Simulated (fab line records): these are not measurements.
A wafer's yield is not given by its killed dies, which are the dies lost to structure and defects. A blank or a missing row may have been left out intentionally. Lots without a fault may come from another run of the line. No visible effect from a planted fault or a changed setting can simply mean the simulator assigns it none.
fab line records | flow rit-cmos
[record] lots = 4 | wafers = 12 | last-day = 7
route steps=202 shown SDANNEAL@156 SILICIDE@161 CONTACT@168 M1@184
lots with no fault: from the same line, run without faults
start-h: hours from the record's opening day to when the first of the lot's shown wafers began | wait-h: time in hours since the lot's previous step | " same as the row above | L1.1+2: a row that stands for several wafers | - value missing, or start not given | * or withheld: withheld | < > ~ a bound
route shown NAME@n: NAME is a module with steps in the file, n the number in the route of the first one | usual: average and standard deviation across the fault-free wafers | same: alike in all rows | chamber/n: place in a boat | sites: each site's reading | _std_site: standard deviation across them | _edge_site: mean of outer sites minus mean of inner sites | radius-mm: for every site, how far away it sits from the centre of the wafer | mask NAME#n: copy n | behind: tool/chamber where the wafer was last shaped | hold: reason for holding the lot/hours on hold/outcome of the hold | device: whichever transistor did not switch (one of n, p or np) | end of line: tests run on the same wafers once the route is complete | a step given without rows: its recipe and nothing more | killed: dies that structure and defects cost at the first sort, which is not the same as the wafer's yield | map: shows each die of a wafer: x if killed, . if not, _ if none is there
set.NAME: the setting the step ran with; set.NAME@STEP: the setting that earlier step ran with | model.NAME: the simulator's own value behind a step, which no gauge read
a table for each step, a row for each wafer; lots at some steps of the route
services: the hour from which a tool's chamber was out of use, counted from the record's first day as start-h (under 0 if before that day), plus the number of hours and why
[[steps]]
[step RIT_SDANNEAL_RTA_03]
[recipe] temp-c = 1050 | time-s = 5 | idle-temp-c = 600 | ramp-up-c-per-s = 342 | ramp-down-c-per-s = 171 | cool-to-c = 600 | ambient = N2
[step RIT_SILICIDE_WET_ETCH_00]
[recipe] chemistry = BOE | target = SiO2 | target-depth-nm = 14 | time-s = 15 | dry = n2-spin | dilution = 10:1 | temp-c = 21.5
[step RIT_SILICIDE_SPUTTER_01]
[recipe] material = Ti | target-thk-nm = 30 | power-w = 350 | chamber-pressure-pa = 0.667 | gas = Ar | time-s = 240 | substrate-temp-c = 25
[step RIT_SILICIDE_RTA_04]
[recipe] temp-c = 650 | time-s = 10 | idle-temp-c = 25 | ramp-up-s = 5 | ramp-down-s = 5 | cool-to-c = 25 | ambient = N2
[step RIT_SILICIDE_WET_ETCH_05]
[recipe] chemistry = SPM | target = Ti | temp-c = 90 | time-s = 120 | dry = n2-spin
[step RIT_SILICIDE_RTA_06]
[recipe] temp-c = 750 | time-s = 10 | idle-temp-c = 25 | ramp-up-s = 5 | ramp-down-s = 10 | cool-to-c = 25 | ambient = N2
[step RIT_CONTACT_CVD_00]
[recipe] material = SiO2 | target-thk-nm = 400 | precursor = TEOS | temp-c = 390 | time-s = 61 | rf-w = 400
[usual] heater-power-w = 311/48 | run-length-s = 89.0/0.61 | susceptor-temp-C = 390.00/0.24
lot.wafer | tool     | chamber | start-h | wait-h | heater-power-w | run-length-s | susceptor-temp-C | model.SiO2_of_CONTACT_CVD_00.thk-nm
L402.1    | pecvd-04 | 0       | 94.95   | 0.1    | 435            | 89.1         | 390.33           | 388.7
L402.2    | "        | 2       | "       | "      | 332            | 90.0         | 389.72           | 397.8
L402.5    | "        | 0       | "       | "      | 338            | 89.3         | 389.71           | 401
L414.2    | pecvd-02 | 2       | 155.71  | 0.0    | 290            | 88.8         | 390.30           | 392.7
L414.4    | "        | 2       | "       | "      | 300            | 88.8         | 390.20           | 404.2
L414.5    | "        | 1       | "       | "      | 238            | 88.8         | 389.77           | 397.7
L415.2    | pecvd-04 | 2       | 157.28  | 0.0    | 340            | 85.3         | -                | 374.3
L415.3    | "        | 1       | "       | "      | 341            | 84.0         | -                | 369.4
L415.5    | "        | 0       | "       | "      | 331            | 84.4         | -                | 376.1
L417.1    | pecvd-04 | 2       | 171.94  | 0.1    | 312            | 85.5         | -                | 372.8
L417.4    | "        | 1       | "       | "      | 264            | 84.1         | -                | 377.6
L417.5    | "        | 0       | "       | "      | 375            | 84.5         | -                | 374
[step RIT_CONTACT_THK_MEAS_01]
[recipe] reads = SiO2_of_CONTACT_CVD_00
[usual] CONTACT_TEOS_THK = 400/5.1
lot.wafer | tool          | chamber | start-h | wait-h | CONTACT_TEOS_THK[nm]
L402.1    | film-metro-01 | -       | 95.00   | 0.0    | 389
L402.2    | "             | -       | "       | "      | 398
L402.5    | "             | -       | "       | "      | 401
L414.2    | film-metro-04 | -       | 155.77  | 0.0    | 393
L414.4    | "             | -       | "       | "      | 404
L414.5    | "             | -       | "       | "      | 398
L415.2    | film-metro-01 | -       | 157.34  | 0.0    | 374
L415.3    | "             | -       | "       | "      | 370
L415.5    | "             | -       | "       | "      | 376
L417.1    | film-metro-01 | -       | 172.00  | 0.0    | 373
L417.4    | "             | -       | "       | "      | 378
L417.5    | "             | -       | "       | "      | 374
[step RIT_CONTACT_HMDS_02]
[recipe] prime-time-s = 60 | prime-temp-c = 140
[step RIT_CONTACT_COAT_03]
[recipe] resist = NOVOLAK | spin-rpm = 3250 | resist-thk-nm = 1000
[step RIT_CONTACT_SOFTBAKE_04]
[recipe] resist = NOVOLAK | temp-c = 90 | time-s = 60
[step RIT_CONTACT_EXPOSE_05]
[recipe] mask-id = M11 | na = 0.6 | source-shape = conventional | sigma-outer = 0.5 | target-cd-nm = 1000 | dose-mj = 250
[step RIT_CONTACT_PEB_06]
[recipe] resist = NOVOLAK | temp-c = withheld | time-s = withheld
[step RIT_CONTACT_DEVELOP_07]
[recipe] resist = NOVOLAK | develop-time-s = 120 | dev-temp-c = 23
[step RIT_CONTACT_HARDBAKE_10]
[recipe] resist = NOVOLAK | temp-c = 140 | time-s = 60
[step RIT_CONTACT_ETCH_11]
[recipe] target-depth-a = 4800 | over-etch-frac = 0.2 | stop-on = TiSi2 | chemistry = CHF3/CF4/Ar | target = SiO2 | CHF3_flow_sccm = 50 | cf4-flow-sccm = 10 | Ar_flow_sccm = 100 | O2_flow_sccm = 5 | pressure-mtorr = 100 | rf-w = 200 | time-s = 320
[usual] CHF3_flow_sccm = 49.98/0.16 | drypump-motor-current-A = 5.6/0.54 | mfc-ar-sccm = 100.0/0.3 | oes-product-au = 0.994/0.01 | throttle-valve-pct = 8.81/0.14
[same] time-s = 320
lot.wafer | tool        | chamber | start-h | wait-h | CHF3_flow_sccm | drypump-motor-current-A | mfc-ar-sccm | oes-product-au | rf-hours-counter-h | throttle-valve-pct | model.etch.depth-nm | model.CONTACT.feature-depth-nm
L402.1    | rie-diel-02 | 0       | 96.46   | 0.1    | 50.09          | 5.8                     | 99.8        | 0.979          | 90                 | 8.75               | 388.7               | 388.7
L402.2    | "           | 2       | "       | "      | 49.94          | 5.5                     | 100.1       | 0.991          | 50                 | 8.88               | 397.8               | 397.8
L402.5    | "           | 2       | "       | "      | 50.16          | 5.5                     | 100.2       | 0.993          | -                  | 8.89               | 401                 | 401
L414.2    | rie-diel-03 | 1       | 157.16  | 0.1    | 50.27          | 5.0                     | 99.8        | 0.999          | 136                | 8.82               | 392.7               | 392.7
L414.4    | "           | 0       | "       | "      | 49.63          | 4.9                     | 100.2       | 1.011          | 15                 | 9.06               | 404.2               | 404.2
L414.5    | "           | 2       | "       | "      | 49.83          | 5.1                     | 99.7        | 0.983          | -                  | 8.78               | 397.7               | 397.7
L415.2    | rie-diel-01 | 0       | 158.79  | 0.1    | 50.10          | 6.2                     | 100.1       | 0.976          | 145                | 8.91               | 374.3               | 374.3
L415.3    | "           | 2       | "       | "      | 50.11          | 6.3                     | 99.8        | 0.997          | 1                  | 8.70               | 369.4               | 369.4
L415.5    | "           | 3       | "       | "      | 49.90          | 6.7                     | 100.1       | 1.006          | -                  | 8.76               | 376.1               | 376.1
L417.1    | rie-diel-02 | 0       | 173.58  | 0.1    | 49.93          | 5.7                     | 100.7       | 0.979          | 91                 | 8.74               | 372.8               | 372.8
L417.4    | "           | 1       | "       | "      | 50.15          | 5.8                     | 99.7        | 0.991          | 87                 | 8.95               | 377.6               | 377.6
L417.5    | "           | 0       | "       | "      | 49.99          | 5.7                     | 100.8       | 0.979          | -                  | 8.73               | 374                 | 374
[step RIT_CONTACT_STRIP_12]
[recipe] chemistry = O2 | time-s = 180 | resist = NOVOLAK | platen-temp-c = withheld | power-w = 500 | pressure-mtorr = 4000 | o2-flow-sccm = 4000
[step RIT_CONTACT_CLEAN_13]
[recipe] chemistry = SC1 | mix = 3:3:50 | time-s = 600 | temp-c = 75
[step RIT_CONTACT_CLEAN_14]
[recipe] chemistry = SC2 | mix = 3:3:50 | time-s = 600 | temp-c = 75 | dry = n2-spin
[step RIT_M1_SPUTTER_00]
[recipe] material = Al | target-thk-nm = 400 | power-w = 2000 | chamber-pressure-pa = 0.4 | gas = Ar | time-s = 500 | substrate-temp-c = 25
[step RIT_M1_HMDS_03]
[recipe] prime-time-s = 60 | prime-temp-c = 140
[step RIT_M1_COAT_04]
[recipe] resist = NOVOLAK | spin-rpm = 2000 | resist-thk-nm = 1300
[step RIT_M1_SOFTBAKE_05]
[recipe] resist = NOVOLAK | temp-c = 90 | time-s = 60
[step RIT_M1_EXPOSE_06]
[recipe] mask-id = M12 | na = 0.6 | source-shape = conventional | sigma-outer = 0.5 | target-cd-nm = 2600 | dose-mj = 250
[step RIT_M1_PEB_07]
[recipe] resist = NOVOLAK | temp-c = withheld | time-s = withheld
[step RIT_M1_DEVELOP_08]
[recipe] resist = NOVOLAK | develop-time-s = 68 | dev-temp-c = 23
[step RIT_M1_HARDBAKE_11]
[recipe] resist = NOVOLAK | temp-c = 140 | time-s = 120
[step RIT_M1_METAL_ETCH_12]
[recipe] stop-on = SiO2 | chemistry = Cl2/BCl3 | target = Al | time-s = 165 | over-etch-frac = 0.5 | pressure-mtorr = 100 | target-depth-a = 6000 | rf-w = 250 | Cl2_flow_sccm = 60 | bcl3-flow-sccm = 50
[usual] drypump-motor-current-A = 5.9/0.57 | oes-product-au = 0.787/0.01 | throttle-valve-pct = 8.33/0.088
[same] time-s = 165
lot.wafer | tool         | chamber | start-h | wait-h | drypump-motor-current-A | oes-product-au | rf-hours-counter-h | throttle-valve-pct | model.SiO2_of_CONTACT_CVD_00.thk-nm
L402.1    | rie-metal-02 | 1       | 99.20   | 0.2    | 5.7                     | 0.793          | 3                  | 8.24               | 353.2
L402.2    | "            | 1       | "       | "      | 5.7                     | 0.798          | -                  | 8.25               | 362.1
L402.5    | "            | 1       | "       | "      | 5.7                     | 0.789          | -                  | 8.27               | 365.5
L414.2    | rie-metal-03 | 1       | 159.91  | 0.2    | 4.9                     | 0.785          | 0                  | 8.26               | 355.4
L414.4    | "            | 1       | "       | "      | 4.9                     | 0.767          | -                  | 8.27               | 367.1
L414.5    | "            | 0       | "       | "      | 6.5                     | 0.788          | -                  | 8.38               | 360.7
L415.2    | rie-metal-04 | 1       | 161.55  | 0.2    | 6.5                     | 0.786          | 5                  | 8.30               | 337.7
L415.3    | "            | 0       | "       | "      | 6.0                     | 0.770          | -                  | 8.51               | 333.5
L415.5    | "            | 0       | "       | "      | 5.9                     | 0.780          | -                  | 8.50               | 339.8
L417.1    | rie-metal-03 | 1       | 176.32  | 0.2    | 4.9                     | 0.763          | 0                  | 8.26               | 335.5
L417.4    | "            | 1       | "       | "      | 4.9                     | 0.765          | -                  | 8.28               | 340.4
L417.5    | "            | 0       | "       | "      | 6.6                     | 0.789          | -                  | 8.37               | 337.3
[step RIT_M1_STRIP_13]
[recipe] chemistry = nmp | resist = NOVOLAK | temp-c = 80 | time-s = 600 | dry = n2-spin
[step RIT_M1_PROBE_99]
[usual] killed_at_M0_to_M3 = 0.0/0.18 | killed-at-contacts = 0.1/0.32 | killed-at-front-end = 7/3 | killed-dies = 7/3.1 | killed-open = 3.3/1.8 | killed-short = 3.6/2
[same] gross-dies = 264 | killed_at_M4_up = 0 | killed-at-back-side = 0 | killed-at-other = 0
lot.wafer | tool      | chamber | start-h | wait-h | killed_at_M0_to_M3 | killed-at-contacts | killed-at-front-end | killed-dies | killed-open | killed-short | model.etest.field-p-metal.vt-v
L402.1    | prober-01 | -       | 101.63  | 0.1    | 0                  | 0                  | 2                   | 2           | 1           | 1            | -29.29
L402.2    | prober-01 | -       | 101.68  | 0.1    | 1                  | 0                  | 9                   | 10          | 4           | 5            | -29.78
L402.5    | prober-01 | -       | 101.83  | 0.2    | 1                  | 0                  | 7                   | 8           | 4           | 3            | -29.97
L414.2    | prober-01 | -       | 162.42  | 0.1    | 0                  | 0                  | 3                   | 3           | 1           | 2            | -30.39
L414.4    | prober-01 | -       | 162.52  | 0.2    | 0                  | 0                  | 6                   | 6           | 3           | 3            | -31.67
L414.5    | prober-01 | -       | 162.57  | 0.2    | 0                  | 0                  | 7                   | 7           | 2           | 5            | -30.92
L415.2    | prober-02 | -       | 163.92  | 0.1    | 0                  | 0                  | 5                   | 5           | 4           | 1            | -27.54
L415.3    | prober-02 | -       | 163.97  | 0.2    | 0                  | 1                  | 6                   | 7           | 3           | 4            | -27.04
L415.5    | prober-02 | -       | 164.07  | 0.2    | 0                  | 1                  | 13                  | 14          | 5           | 8            | -27.46
L417.1    | prober-02 | -       | 178.57  | 0.1    | 0                  | 0                  | 11                  | 11          | 5           | 6            | -27.38
L417.4    | prober-02 | -       | 178.72  | 0.2    | 0                  | 0                  | 4                   | 4           | 1           | 3            | -27.45
L417.5    | prober-02 | -       | 178.77  | 0.2    | 0                  | 0                  | 9                   | 9           | 3           | 6            | -27.49
// killed by level:class
L402.1 FOX1:geometric-particle:open=1 SILICIDE:geometric-particle:short=1
L402.2 GATE:geometric-particle:open=3 GATE:geometric-particle:short=3 REOX:geometric-particle:open=1 SPACER:geometric-particle:short=1 SILICIDE:geometric-particle:short=1 M1:coat-microbubble-printed=1
L402.5 GATE:geometric-particle:open=3 FOX1:geometric-particle:open=1 FOX1:geometric-particle:short=1 GATE:geometric-particle:short=1 REOX:geometric-particle:short=1 M1:coat-microbubble-printed=1
L414.2 FOX1:geometric-particle:short=1 SPACER:geometric-particle:open=1 SILICIDE:geometric-particle:short=1
L414.4 FOX1:geometric-particle:open=2 FOX1:geometric-particle:short=1 GATE:geometric-particle:short=1 REOX:geometric-particle:short=1 SPACER:geometric-particle:open=1
L414.5 GATE:geometric-particle:short=2 REOX:geometric-particle:short=2 FOX1:geometric-particle:short=1 GATE:geometric-particle:open=1 REOX:geometric-particle:open=1
L415.2 GATE:geometric-particle:open=3 FOX2:geometric-particle:open=1 GATE:geometric-particle:short=1
L415.3 SILICIDE:geometric-particle:open=2 FOX1:geometric-particle:short=1 FOX2:geometric-particle:short=1 GATE:geometric-particle:short=1 SPACER:geometric-particle:open=1 CONTACT:geometric-particle:short=1
L415.5 GATE:geometric-particle:short=5 GATE:geometric-particle:open=2 REOX:geometric-particle:short=2 ACTIVE:geometric-particle:short=1 FOX1:geometric-particle:open=1 SPACER:geometric-particle:open=1 SILICIDE:geometric-particle:open=1 CONTACT:coat-microbubble-printed=1
L417.1 REOX:geometric-particle:short=3 GATE:geometric-particle:short=2 REOX:geometric-particle:open=2 SILICIDE:geometric-particle:open=2 GATE:geometric-particle:open=1 SILICIDE:geometric-particle:short=1
L417.4 FOX1:geometric-particle:short=1 GATE:geometric-particle:short=1 SILICIDE:geometric-particle:short=1 SILICIDE:geometric-particle:open=1
L417.5 FOX1:geometric-particle:short=4 SILICIDE:geometric-particle:open=2 GATE:geometric-particle:short=1 REOX:geometric-particle:open=1 SILICIDE:geometric-particle:short=1
[[services]]
tool         | chamber | start-h | hours | kind
rie-diel-02  | 1       | 77.01   | 33.7  | repair
pecvd-02     | -       | 77.84   | 0.8   | pm
pecvd-04     | -       | 91.65   | 0.8   | pm
rie-diel-02  | 0       | 105.67  | 10.8  | repair
pecvd-04     | 2       | 112.22  | -     | calibration
rie-diel-01  | 2       | 117.40  | -     | clean
rie-diel-01  | 2       | 117.40  | 20.2  | scheduled-down
rie-diel-01  | 2       | 117.40  | 20.2  | vent-cycle
rie-diel-02  | 1       | 122.31  | 3.4   | repair
pecvd-02     | 1       | 135.69  | 2.2   | repair
rie-metal-03 | -       | 136.12  | 20.0  | pm
rie-metal-03 | 0       | 136.12  | 20.0  | vent-cycle
rie-metal-03 | 1       | 136.12  | 20.0  | vent-cycle
rie-metal-03 | 0       | 156.12  | -     | clean
rie-metal-03 | 1       | 156.12  | -     | clean
rie-diel-01  | 1       | 157.92  | -     | clean
rie-diel-01  | 1       | 157.92  | 17.2  | scheduled-down
rie-diel-01  | 1       | 157.92  | 17.2  | vent-cycle
rie-diel-01  | 0       | 166.76  | 6.1   | repair
rie-diel-02  | -       | 170.81  | 0.2   | repair
[[key]]
[first-sign] step = RIT_CONTACT_CVD_00 | reading = run-length-s | direction = down | sigmas = 7.1 | usual = * | struck = *
[effect] step = RIT_CONTACT_THK_MEAS_01 | reading = CONTACT_TEOS_THK | direction = down | sigmas = 5.1 | usual = 400 | struck = 374
[model-effect] step = RIT_CONTACT_CVD_00 | value = SiO2_of_CONTACT_CVD_00.thk-nm | without = 403.9 | struck = 374
[model-effect] step = RIT_CONTACT_ETCH_11 | value = etch.depth-nm | without = 403.9 | struck = 374
[model-effect] step = RIT_M1_METAL_ETCH_12 | value = SiO2_of_CONTACT_CVD_00.thk-nm | without = 367.2 | struck = 337.3
[model-effect] step = RIT_M1_PROBE_99 | value = etest.field-p-metal.vt-v | without = -28.87 | struck = -27.39
met-at RIT_CONTACT_CVD_00
struck-wafers L415.2,L415.3,L415.5,L417.1,L417.4,L417.5
tester-left-out L415,L417
onset-between 94.95 157.28
[fault] kind = process-parameter-drift | tool = pecvd-04 | chamber = - | onset-h = 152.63 | steps = RIT_CONTACT_CVD_00 | channel = time-s | offset = * | shape = step | end-h = 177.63 | stated = *
// tester-left-out: of these lots the tester's yield and bins aren't shown, on N5 and GAA mostly nor the transistor test; their killed dies are dies lost to structure and defects alone, not to doping, threshold or leakage, so they don't give the yield
